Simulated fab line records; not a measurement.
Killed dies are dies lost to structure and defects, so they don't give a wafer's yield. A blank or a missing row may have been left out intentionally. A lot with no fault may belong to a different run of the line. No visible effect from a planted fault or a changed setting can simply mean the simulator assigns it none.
Which of the tools did it? || flow ritCmos || 14 lots, 42 wafers sampled, at 2 steps of a route of 202

## WHAT EACH GAUGE READ, for each wafer
The record holds no reading of a measuring or inspecting step that can be judged against a usual standard deviation.

## EACH LOT AND THE TOOL THAT RAN IT (in order: tool; ch and the chambers of the sampled wafers; start)
{"lot": "L467", "RIT_M1_COAT_04": "lithoTrack-03 ch 0, day 3 11:12", "RIT_M1_PROBE_99": "prober-01, day 3 15:40"}
{"lot": "L468", "RIT_M1_COAT_04": "lithoTrack-03 ch 0, day 3 16:52", "RIT_M1_PROBE_99": "prober-02, day 3 20:23"}
{"lot": "L470", "RIT_M1_COAT_04": "lithoTrack-02 ch 0, day 4 02:13", "RIT_M1_PROBE_99": "prober-01, day 4 07:34"}
{"lot": "L469", "RIT_M1_COAT_04": "lithoTrack-01 ch 0, day 4 02:43", "RIT_M1_PROBE_99": "prober-02, day 4 07:31"}
{"lot": "L471", "RIT_M1_COAT_04": "lithoTrack-02 ch 0, day 4 06:19", "RIT_M1_PROBE_99": "prober-02, day 4 09:44"}
{"lot": "L473", "RIT_M1_COAT_04": "lithoTrack-02 ch 0, day 4 14:50", "RIT_M1_PROBE_99": "prober-01, day 4 19:58"}
{"lot": "L472", "RIT_M1_COAT_04": "lithoTrack-02 ch 0, day 4 16:43", "RIT_M1_PROBE_99": "prober-02, day 4 20:35"}
{"lot": "L474", "RIT_M1_COAT_04": "lithoTrack-02 ch 0, day 4 20:20", "RIT_M1_PROBE_99": "prober-01, day 5 00:02"}
{"lot": "L475", "RIT_M1_COAT_04": "lithoTrack-01 ch 0, day 4 23:20", "RIT_M1_PROBE_99": "prober-02, day 5 02:45"}
{"lot": "L476", "RIT_M1_COAT_04": "lithoTrack-02 ch 0, day 5 02:35", "RIT_M1_PROBE_99": "prober-01, day 5 07:40"}
{"lot": "L478", "RIT_M1_COAT_04": "lithoTrack-03 ch 0, day 5 18:40", "RIT_M1_PROBE_99": "prober-01, day 5 22:40"}
{"lot": "L480", "RIT_M1_COAT_04": "lithoTrack-02 ch 0, day 6 00:02", "RIT_M1_PROBE_99": "prober-01, day 6 03:35"}
{"lot": "L486", "RIT_M1_COAT_04": "lithoTrack-01 ch 0, day 7 07:56", "RIT_M1_PROBE_99": "prober-01, day 7 11:22"}
{"lot": "L488", "RIT_M1_COAT_04": "lithoTrack-01 ch 0, day 7 16:19", "RIT_M1_PROBE_99": "prober-01, day 7 19:44"}
- RIT_M1_COAT_04: resist thk 1300 nm.
- RIT_M1_PROBE_99

## AS READ BY THE TOOLS THEMSELVES (means over the sampled wafers that have a number; for cases with no such wafer, the mark the record gives instead)
RIT_M1_COAT_04. Usual: spinSpeedRpm at 1999.9 rpm, with a standard deviation of 1.3.
{"lot": "L467", "tool": "lithoTrack-03", "spinSpeedRpm (rpm)": 1999.5, "flag": ""}
{"lot": "L468", "tool": "lithoTrack-03", "spinSpeedRpm (rpm)": 2001.2, "flag": ""}
{"lot": "L470", "tool": "lithoTrack-02", "spinSpeedRpm (rpm)": 2001.4, "flag": ""}
{"lot": "L469", "tool": "lithoTrack-01", "spinSpeedRpm (rpm)": 2001.9, "flag": ""}
{"lot": "L471", "tool": "lithoTrack-02", "spinSpeedRpm (rpm)": 1999.1, "flag": ""}
{"lot": "L473", "tool": "lithoTrack-02", "spinSpeedRpm (rpm)": 2001.0, "flag": ""}
{"lot": "L472", "tool": "lithoTrack-02", "spinSpeedRpm (rpm)": 1999.5, "flag": ""}
{"lot": "L474", "tool": "lithoTrack-02", "spinSpeedRpm (rpm)": 1999.8, "flag": ""}
{"lot": "L475", "tool": "lithoTrack-01", "spinSpeedRpm (rpm)": 2000.5, "flag": ""}
{"lot": "L476", "tool": "lithoTrack-02", "spinSpeedRpm (rpm)": 1868.5, "flag": "OFF"}
{"lot": "L478", "tool": "lithoTrack-03", "spinSpeedRpm (rpm)": 1998.4, "flag": ""}
{"lot": "L480", "tool": "lithoTrack-02", "spinSpeedRpm (rpm)": 1868.2, "flag": "OFF"}
{"lot": "L486", "tool": "lithoTrack-01", "spinSpeedRpm (rpm)": 1999.0, "flag": ""}
{"lot": "L488", "tool": "lithoTrack-01", "spinSpeedRpm (rpm)": 1999.2, "flag": ""}

RIT_M1_PROBE_99. Usual: defectLimitedYield 97.1 %, standard deviation 1.3; killedAtContacts 0.1, standard deviation 0.25; killedAtFrontEnd 8, standard deviation 3.3; killedDies 8, standard deviation 3.3; killedOpen 3.9, standard deviation 2.1; killedShort 3.8, standard deviation 2.2; sort_bin_3_pad_short 0.1 %, standard deviation 0.23; sort_bin_5_function 1.7 %, standard deviation 0.93; sort_bin_6_memory 1.0 %, standard deviation 0.68; sortNPass 256, standard deviation 3.3; sortYieldPct 97.1 %, standard deviation 1.3.
{"lot": "L467", "tool": "prober-01", "defectLimitedYield (%)": 96.7, "killedAtContacts": 0.0, "killedAtFrontEnd": 9, "killedDies": 9, "killedOpen": 5.0, "killedShort": 3.7, "sort_bin_3_pad_short (%)": 0.1, "sort_bin_5_function (%)": 2.3, "sort_bin_6_memory (%)": 0.9, "sortNPass": 255, "sortYieldPct (%)": 96.7, "flag": ""}
{"lot": "L468", "tool": "prober-02", "defectLimitedYield (%)": 96.7, "killedAtContacts": 0.0, "killedAtFrontEnd": 9, "killedDies": 9, "killedOpen": 3.3, "killedShort": 5.3, "sort_bin_3_pad_short (%)": 0.3, "sort_bin_5_function (%)": 1.9, "sort_bin_6_memory (%)": 1.2, "sortNPass": 255, "sortYieldPct (%)": 96.7, "flag": ""}
{"lot": "L470", "tool": "prober-01", "defectLimitedYield (%)": 98.0, "killedAtContacts": 0.0, "killedAtFrontEnd": 5, "killedDies": 5, "killedOpen": 2.0, "killedShort": 3.3, "sort_bin_3_pad_short (%)": 0.3, "sort_bin_5_function (%)": 1.0, "sort_bin_6_memory (%)": 0.7, "sortNPass": 259, "sortYieldPct (%)": 98.0, "flag": ""}
{"lot": "L469", "tool": "prober-02", "defectLimitedYield (%)": 97.1, "killedAtContacts": 0.0, "killedAtFrontEnd": 8, "killedDies": 8, "killedOpen": 4.3, "killedShort": 3.3, "sort_bin_3_pad_short (%)": 0.1, "sort_bin_5_function (%)": 2.1, "sort_bin_6_memory (%)": 0.6, "sortNPass": 256, "sortYieldPct (%)": 97.1, "flag": ""}
{"lot": "L471", "tool": "prober-02", "defectLimitedYield (%)": 95.1, "killedAtContacts": 0.0, "killedAtFrontEnd": 13, "killedDies": 13, "killedOpen": 6.3, "killedShort": 6.7, "sort_bin_3_pad_short (%)": 0.6, "sort_bin_5_function (%)": 2.8, "sort_bin_6_memory (%)": 1.5, "sortNPass": 251, "sortYieldPct (%)": 95.1, "flag": ""}
{"lot": "L473", "tool": "prober-01", "defectLimitedYield (%)": 95.1, "killedAtContacts": 0.3, "killedAtFrontEnd": 13, "killedDies": 13, "killedOpen": 6.3, "killedShort": 6.7, "sort_bin_3_pad_short (%)": 0.3, "sort_bin_5_function (%)": 2.8, "sort_bin_6_memory (%)": 1.9, "sortNPass": 251, "sortYieldPct (%)": 95.1, "flag": ""}
{"lot": "L472", "tool": "prober-02", "defectLimitedYield (%)": 97.9, "killedAtContacts": 0.0, "killedAtFrontEnd": 6, "killedDies": 6, "killedOpen": 3.7, "killedShort": 2.0, "sort_bin_3_pad_short (%)": 0.3, "sort_bin_5_function (%)": 1.1, "sort_bin_6_memory (%)": 0.8, "sortNPass": 258, "sortYieldPct (%)": 97.9, "flag": ""}
{"lot": "L474", "tool": "prober-01", "defectLimitedYield (%)": 98.2, "killedAtContacts": 0.0, "killedAtFrontEnd": 5, "killedDies": 5, "killedOpen": 4.0, "killedShort": 0.7, "sort_bin_3_pad_short (%)": 0.0, "sort_bin_5_function (%)": 1.1, "sort_bin_6_memory (%)": 0.7, "sortNPass": 259, "sortYieldPct (%)": 98.2, "flag": ""}
{"lot": "L475", "tool": "prober-02", "defectLimitedYield (%)": 97.2, "killedAtContacts": 0.0, "killedAtFrontEnd": 7, "killedDies": 7, "killedOpen": 3.7, "killedShort": 3.7, "sort_bin_3_pad_short (%)": 0.0, "sort_bin_5_function (%)": 1.7, "sort_bin_6_memory (%)": 1.1, "sortNPass": 257, "sortYieldPct (%)": 97.2, "flag": ""}
{"lot": "L476", "tool": "prober-01", "defectLimitedYield (%)": 97.3, "killedAtContacts": 0.0, "killedAtFrontEnd": 7, "killedDies": 7, "killedOpen": 3.3, "killedShort": 3.7, "sort_bin_3_pad_short (%)": 0.3, "sort_bin_5_function (%)": 0.9, "sort_bin_6_memory (%)": 1.5, "sortNPass": 257, "sortYieldPct (%)": 97.3, "flag": ""}
{"lot": "L478", "tool": "prober-01", "defectLimitedYield (%)": 96.4, "killedAtContacts": 0.0, "killedAtFrontEnd": 10, "killedDies": 10, "killedOpen": 4.0, "killedShort": 5.7, "sort_bin_3_pad_short (%)": 0.0, "sort_bin_5_function (%)": 2.0, "sort_bin_6_memory (%)": 1.7, "sortNPass": 254, "sortYieldPct (%)": 96.4, "flag": ""}
{"lot": "L480", "tool": "prober-01", "defectLimitedYield (%)": 98.1, "killedAtContacts": 0.0, "killedAtFrontEnd": 5, "killedDies": 5, "killedOpen": 3.0, "killedShort": 2.0, "sort_bin_3_pad_short (%)": 0.1, "sort_bin_5_function (%)": 1.0, "sort_bin_6_memory (%)": 0.8, "sortNPass": 259, "sortYieldPct (%)": 98.1, "flag": ""}
{"lot": "L486", "tool": "prober-01", "defectLimitedYield (%)": 98.1, "killedAtContacts": 0.0, "killedAtFrontEnd": 5, "killedDies": 5, "killedOpen": 2.0, "killedShort": 3.0, "sort_bin_3_pad_short (%)": 0.0, "sort_bin_5_function (%)": 1.2, "sort_bin_6_memory (%)": 0.8, "sortNPass": 259, "sortYieldPct (%)": 98.1, "flag": ""}
{"lot": "L488", "tool": "prober-01", "defectLimitedYield (%)": 97.2, "killedAtContacts": 0.0, "killedAtFrontEnd": 7, "killedDies": 7, "killedOpen": 3.3, "killedShort": 4.0, "sort_bin_3_pad_short (%)": 0.3, "sort_bin_5_function (%)": 1.4, "sort_bin_6_memory (%)": 1.1, "sortNPass": 257, "sortYieldPct (%)": 97.2, "flag": ""}

## THE ANSWER, worked out from the rows above alone
Rule: a lot counts as off when the mean over its wafers that have a number is more than 3 standard deviations away from the usual mean. A lot without any number at a reading at which 4 lots or more have one is off too. Where the step has rows for the other lots, those lots are counted as sound. First the gauges in route order, then the tools' own readings, where a lot's mean is used as printed above. At the first step where some lot is off, the reading lying furthest off is the one used; lots without a number count as furthest.
Off, at RIT_M1_COAT_04 on spinSpeedRpm: L476, L480.
A tool fits if, at that step or a process step before it, it ran every lot that is off, and no sound lot after the first of them. One fits: RIT_M1_COAT_04 on lithoTrack-02. A fault onset in the window from L474 (day 4 20:20, its last sound lot) to L476 (day 5 02:35, its first lot off) fits.
The tool's own readings at RIT_M1_COAT_04 bear it out: on the lots that are off they differ by more than 5 times the standard deviation of the sound lots' means. spinSpeedRpm reads 1868.3 rpm there against 2000.0 rpm on the sound lots.

## WHAT THE SIMULATOR PUT IN
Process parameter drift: lithoTrack-02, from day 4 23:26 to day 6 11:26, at RIT_M1_COAT_04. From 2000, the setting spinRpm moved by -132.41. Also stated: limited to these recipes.
Shown lots that were struck: L476, L480. The same result came from the rule above.
